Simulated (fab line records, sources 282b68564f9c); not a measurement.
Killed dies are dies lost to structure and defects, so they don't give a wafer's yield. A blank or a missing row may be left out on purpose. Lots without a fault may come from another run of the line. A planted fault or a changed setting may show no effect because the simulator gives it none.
Which tool did it? | flow rit_cmos | 15 lots, 45 wafers sampled, at 1 step of a route of 202

WHAT THE GAUGES READ, wafer by wafer
The record holds no reading of a measuring or inspecting step that can be judged against a usual standard deviation.

WHICH TOOL RAN EACH LOT (tool, then ch and the chambers of the sampled wafers, then the start)
lot  | RIT_NLDD_PEB_04
L969 | litho_track-03 ch 0, day 3 02:23
L971 | litho_track-02 ch 0, day 3 09:23
L973 | litho_track-04 ch 0, day 3 20:16
L974 | litho_track-02 ch 0, day 3 23:41
L975 | litho_track-04 ch 0, day 4 03:37
L979 | litho_track-02 ch 0, day 4 23:53
L980 | litho_track-04 ch 0, day 5 05:08
L983 | litho_track-02, day 5 21:11
L984 | litho_track-02, day 6 00:46
L985 | litho_track-02, day 6 05:56
L986 | litho_track-03 ch 0, day 6 12:24
L988 | litho_track-02 ch 0, day 6 21:37
L989 | litho_track-02 ch 0, day 7 01:22
L990 | litho_track-02 ch 0, day 7 07:13
L991 | litho_track-02 ch 0, day 7 11:41
- RIT_NLDD_PEB_04

WHAT THE TOOLS THEMSELVES READ (means of the sampled wafers that have a number; where no wafer has one, the mark that the record gives instead)
RIT_NLDD_PEB_04.
lot  | tool           | exhaust_pa (Pa)
L969 | litho_track-03 | 45.6
L971 | litho_track-02 | 45.1
L973 | litho_track-04 | 44.6
L974 | litho_track-02 | 45.7
L975 | litho_track-04 | 45.1
L979 | litho_track-02 | 45.3
L980 | litho_track-04 | 44.5
L983 | litho_track-02 | -
L984 | litho_track-02 | -
L985 | litho_track-02 | -
L986 | litho_track-03 | 44.6
L988 | litho_track-02 | 46.0
L989 | litho_track-02 | 45.9
L990 | litho_track-02 | 45.8
L991 | litho_track-02 | 44.1

THE ANSWER, worked out from the rows above alone
Rule: what is usual is taken from the lots themselves. Put in order of their means at a reading, lots are off if they are a third of the lots or fewer, leave a main group of 4 or more, and stand apart from it by a gap of 3 or more times the standard deviation of the main group's means; of several such gaps the widest counts. A main group whose means are all the same, to the digits that the tables above print for the reading, isn't used. A lot without any number at a reading at which 4 lots or more have one is off too. The other lots that the step has rows for count as sound. The gauges are gone through in route order, then the tools' own readings, and for those a lot's mean is taken as printed above. The first step at which some lot is off is used, and at that step the reading that is off furthest; a lot without a number counts as furthest.
Off: L983, L984, L985, at RIT_NLDD_PEB_04 (exhaust_pa). Without a number there: L983, L984, L985. The main group: mean 45.2 Pa, standard deviation 0.6.
A tool fits if, at that step or a process step before it, it ran every lot that is off, and no sound lot after the first of them. None of those tried fits.

WHAT THE SIMULATOR HAD PUT IN
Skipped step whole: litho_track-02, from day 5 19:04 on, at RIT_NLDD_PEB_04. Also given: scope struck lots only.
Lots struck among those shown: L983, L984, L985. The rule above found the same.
